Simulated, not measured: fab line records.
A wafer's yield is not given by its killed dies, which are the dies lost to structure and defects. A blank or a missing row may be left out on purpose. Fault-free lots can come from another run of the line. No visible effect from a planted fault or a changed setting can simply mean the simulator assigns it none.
Which tool is to blame? :: flow rit-cmos :: Sampling: 15 lots, 45 wafers, 5 of 202 route steps

== WHAT THE GAUGES READ, wafer by wafer ==
RIT_NSD_TW_MEAS_10.
lot: L295
measured: day 3 05:59
on: film-metro-02
NSD_TW: 3136 3141 3123

lot: L296
measured: day 3 12:38
on: film-metro-01
NSD_TW: 3088 3093 3098

lot: L297
measured: day 3 16:05
on: film-metro-02
NSD_TW: 3162 3142 3142

lot: L298
measured: day 3 22:47
on: film-metro-03
NSD_TW: 3112 3130 3114

lot: L299
measured: day 4 04:47
on: film-metro-02
NSD_TW: 3158 3162 3154

lot: L300
measured: day 4 05:57
on: film-metro-02
NSD_TW: 3152 3150 3149

lot: L309
measured: day 6 04:00
on: film-metro-03
NSD_TW: 3108 3112 3107

lot: L310
measured: day 6 12:28
on: film-metro-03
NSD_TW: 3106 3099 3104

lot: L311
measured: day 6 15:11
on: film-metro-02
NSD_TW: 3167 3166 3164

lot: L312
measured: day 6 17:52
on: film-metro-01
NSD_TW: 3117 3092 3110

lot: L313
measured: day 7 01:20
on: film-metro-01
NSD_TW: 3073 3088 3071

lot: L314
measured: day 7 17:48
on: film-metro-01
NSD_TW: 3082 3097 3095

lot: L315
measured: day 7 23:35
on: film-metro-01
NSD_TW: 3101 3095 3096

lot: L317
measured: day 8 01:38
on: film-metro-02
NSD_TW: 3139 3151 3138

lot: L318
measured: day 8 10:07
on: film-metro-02
NSD_TW: 3154 3156 3147

RIT_PSD_OVL_MEAS_06.
lot: L295
measured: day 3 07:04
on: overlay-02
PSD_OVL (nm): 0.7 -0.3 -0.2

lot: L296
measured: day 3 13:40
on: overlay-01
PSD_OVL (nm): 1.0 1.1 -0.4

lot: L297
measured: day 3 17:13
on: overlay-02
PSD_OVL (nm): 1.7 0.4 0.0

lot: L298
measured: day 3 23:49
on: overlay-02
PSD_OVL (nm): 0.0 0.8 -0.5

lot: L299
measured: day 4 05:53
on: overlay-02
PSD_OVL (nm): -0.2 -1.5 0.3

lot: L300
measured: day 4 07:14
on: overlay-02
PSD_OVL (nm): -0.9 -0.4 -0.7

lot: L309
measured: day 6 05:04
on: overlay-01
PSD_OVL (nm): 2.9 3.3 3.6

lot: L310
measured: day 6 13:29
on: overlay-01
PSD_OVL (nm): 0.7 1.1 0.1

lot: L311
measured: day 6 16:05
on: overlay-02
PSD_OVL (nm): -3.2 -0.1 1.8

lot: L312
measured: day 6 19:10
on: overlay-01
PSD_OVL (nm): 1.7 0.8 1.3

lot: L313
measured: day 7 02:14
on: overlay-02
PSD_OVL (nm): -0.2 -0.6 0.8

lot: L314
measured: day 7 18:43
on: overlay-02
PSD_OVL (nm): 1.0 2.8 1.4

lot: L315
measured: day 8 00:39
on: overlay-01
PSD_OVL (nm): -0.7 -1.1 -2.7

lot: L317
measured: day 8 02:32
on: overlay-02
PSD_OVL (nm): 1.4 0.1 0.5

lot: L318
measured: day 8 11:02
on: overlay-01
PSD_OVL (nm): -2.6 -0.1 -1.4

RIT_M1_RS_MEAS_01: measures by four-point-probe.
lot: L295
measured: day 3 11:44
on: film-metro-01
M1_AL_RS (ohm/sq): 0.0733 0.0736 0.0735

lot: L296
measured: day 3 18:22
on: film-metro-02
M1_AL_RS (ohm/sq): 0.0719 0.0706 0.0704

lot: L297
measured: day 3 22:14
on: film-metro-02
M1_AL_RS (ohm/sq): 0.0361 0.0361 0.0360

lot: L298
measured: day 4 04:53
on: film-metro-01
M1_AL_RS (ohm/sq): 0.0350 0.0350 0.0355

lot: L299
measured: day 4 10:37
on: film-metro-02
M1_AL_RS (ohm/sq): 0.0730 0.0735 0.0737

lot: L300
measured: day 4 12:32
on: film-metro-03
M1_AL_RS (ohm/sq): 0.0364 0.0354 0.0353

lot: L309
measured: day 6 09:38
on: film-metro-03
M1_AL_RS (ohm/sq): 0.0734 0.0728 0.0727

lot: L310
measured: day 6 18:17
on: film-metro-01
M1_AL_RS (ohm/sq): 0.0707 0.0716 0.0712

lot: L311
measured: day 6 20:47
on: film-metro-03
M1_AL_RS (ohm/sq): 0.0714 0.0695 0.0716

lot: L312
measured: day 6 23:59
on: film-metro-02
M1_AL_RS (ohm/sq): 0.0718 0.0719 0.0716

lot: L313
measured: day 7 06:56
on: film-metro-01
M1_AL_RS (ohm/sq): 0.0723 0.0730 0.0711

lot: L314
measured: day 7 23:20
on: film-metro-02
M1_AL_RS (ohm/sq): 0.0712 0.0713 0.0708

lot: L315
measured: day 8 05:26
on: film-metro-01
M1_AL_RS (ohm/sq): 0.0736 0.0717 0.0717

lot: L317
measured: day 8 07:22
on: film-metro-02
M1_AL_RS (ohm/sq): 0.0725 0.0744 0.0728

lot: L318
measured: day 8 15:35
on: film-metro-03
M1_AL_RS (ohm/sq): 0.0727 0.0735 0.0740

RIT_M1_THK_MEAS_02: measures by xrf.
lot: L295
measured: day 3 11:51
on: film-metro-01
M1_AL_THK (nm): 405 401 401

lot: L296
measured: day 3 18:29
on: film-metro-02
M1_AL_THK (nm): 414 423 421

lot: L297
measured: day 3 22:21
on: film-metro-02
M1_AL_THK (nm): 819 821 820

lot: L298
measured: day 4 04:59
on: film-metro-01
M1_AL_THK (nm): 832 833 818

lot: L299
measured: day 4 10:43
on: film-metro-02
M1_AL_THK (nm): 408 405 406

lot: L300
measured: day 4 12:39
on: film-metro-03
M1_AL_THK (nm): 807 826 830

lot: L309
measured: day 6 09:45
on: film-metro-03
M1_AL_THK (nm): 403 404 405

lot: L310
measured: day 6 18:23
on: film-metro-01
M1_AL_THK (nm): 414 410 413

lot: L311
measured: day 6 20:54
on: film-metro-03
M1_AL_THK (nm): 412 422 409

lot: L312
measured: day 7 00:05
on: film-metro-02
M1_AL_THK (nm): 413 413 416

lot: L313
measured: day 7 07:03
on: film-metro-01
M1_AL_THK (nm): 406 401 410

lot: L314
measured: day 7 23:27
on: film-metro-02
M1_AL_THK (nm): 417 417 421

lot: L315
measured: day 8 05:33
on: film-metro-01
M1_AL_THK (nm): 400 406 407

lot: L317
measured: day 8 07:29
on: film-metro-02
M1_AL_THK (nm): 410 399 406

lot: L318
measured: day 8 15:42
on: film-metro-03
M1_AL_THK (nm): 408 402 400

== EACH LOT AND THE TOOL THAT RAN IT (in order: tool; ch and the chambers of the sampled wafers; start) ==
lot: L295
RIT_M1_SPUTTER_00: pvd-sputter-04, day 3 11:26

lot: L296
RIT_M1_SPUTTER_00: pvd-sputter-03, day 3 18:04

lot: L297
RIT_M1_SPUTTER_00: pvd-sputter-04, day 3 21:28

lot: L298
RIT_M1_SPUTTER_00: pvd-sputter-03, day 4 04:07

lot: L299
RIT_M1_SPUTTER_00: pvd-sputter-02, day 4 10:17

lot: L300
RIT_M1_SPUTTER_00: pvd-sputter-03, day 4 11:39

lot: L309
RIT_M1_SPUTTER_00: pvd-sputter-04, day 6 09:20

lot: L310
RIT_M1_SPUTTER_00: pvd-sputter-03, day 6 17:57

lot: L311
RIT_M1_SPUTTER_00: pvd-sputter-04, day 6 20:29

lot: L312
RIT_M1_SPUTTER_00: pvd-sputter-03, day 6 23:40

lot: L313
RIT_M1_SPUTTER_00: pvd-sputter-04, day 7 06:38

lot: L314
RIT_M1_SPUTTER_00: pvd-sputter-03, day 7 23:02

lot: L315
RIT_M1_SPUTTER_00: pvd-sputter-03, day 8 05:08

lot: L317
RIT_M1_SPUTTER_00: pvd-sputter-02, day 8 07:03

lot: L318
RIT_M1_SPUTTER_00: pvd-sputter-03, day 8 15:17
- RIT_M1_SPUTTER_00: material Al, target thk 400 nm, time 508 s.

== WHAT THE TOOLS THEMSELVES READ (means of the sampled wafers that have a number; where no wafer has one, the mark that the record gives instead) ==
RIT_M1_SPUTTER_00.
lot: L295
tool: pvd-sputter-04
throttle-valve-pct (%): 29.3

lot: L296
tool: pvd-sputter-03
throttle-valve-pct (%): 31.2

lot: L297
tool: pvd-sputter-04
throttle-valve-pct (%): 29.4

lot: L298
tool: pvd-sputter-03
throttle-valve-pct (%): 31.1

lot: L299
tool: pvd-sputter-02
throttle-valve-pct (%): 29.6

lot: L300
tool: pvd-sputter-03
throttle-valve-pct (%): 31.5

lot: L309
tool: pvd-sputter-04
throttle-valve-pct (%): 29.4

lot: L310
tool: pvd-sputter-03
throttle-valve-pct (%): 30.9

lot: L311
tool: pvd-sputter-04
throttle-valve-pct (%): 29.5

lot: L312
tool: pvd-sputter-03
throttle-valve-pct (%): 31.2

lot: L313
tool: pvd-sputter-04
throttle-valve-pct (%): 29.7

lot: L314
tool: pvd-sputter-03
throttle-valve-pct (%): 31.2

lot: L315
tool: pvd-sputter-03
throttle-valve-pct (%): 31.0

lot: L317
tool: pvd-sputter-02
throttle-valve-pct (%): 29.6

lot: L318
tool: pvd-sputter-03
throttle-valve-pct (%): 31.3

== THE ANSWER, worked out from the rows above alone ==
Rule: what is usual is taken from the lots themselves. The widest of any qualifying gaps counts: lots, ordered by their means at a reading, are off when they make up no more than a third of the lots, leave a main group of 4 or more, and stand apart from it by 3 or more times the standard deviation of that group's means. A main group is skipped when, at the precision printed for the reading in the tables above, its means are all equal. Also off: a lot with no number at a reading for which 4 or more lots have one. Where the step has rows for the other lots, those lots are counted as sound. First the gauges in route order, then the tools' own readings, where a lot's mean is used as printed above. At the first step where some lot is off, the reading lying furthest off is the one used; lots without a number count as furthest.
Off: L297, L298, L300, seen at RIT_M1_RS_MEAS_01 (M1_AL_RS). For the main group the mean is 0.0722 ohm/sq and the standard deviation 0.001.
A tool fits if, at a process step before that reading, it ran every lot that is off, and no sound lot after the first of them. Gauges at RIT_M1_RS_MEAS_01: tried the same way as those tools. Not one of the candidates tried fits.

== WHAT WAS PUT IN BY THE SIMULATOR ==
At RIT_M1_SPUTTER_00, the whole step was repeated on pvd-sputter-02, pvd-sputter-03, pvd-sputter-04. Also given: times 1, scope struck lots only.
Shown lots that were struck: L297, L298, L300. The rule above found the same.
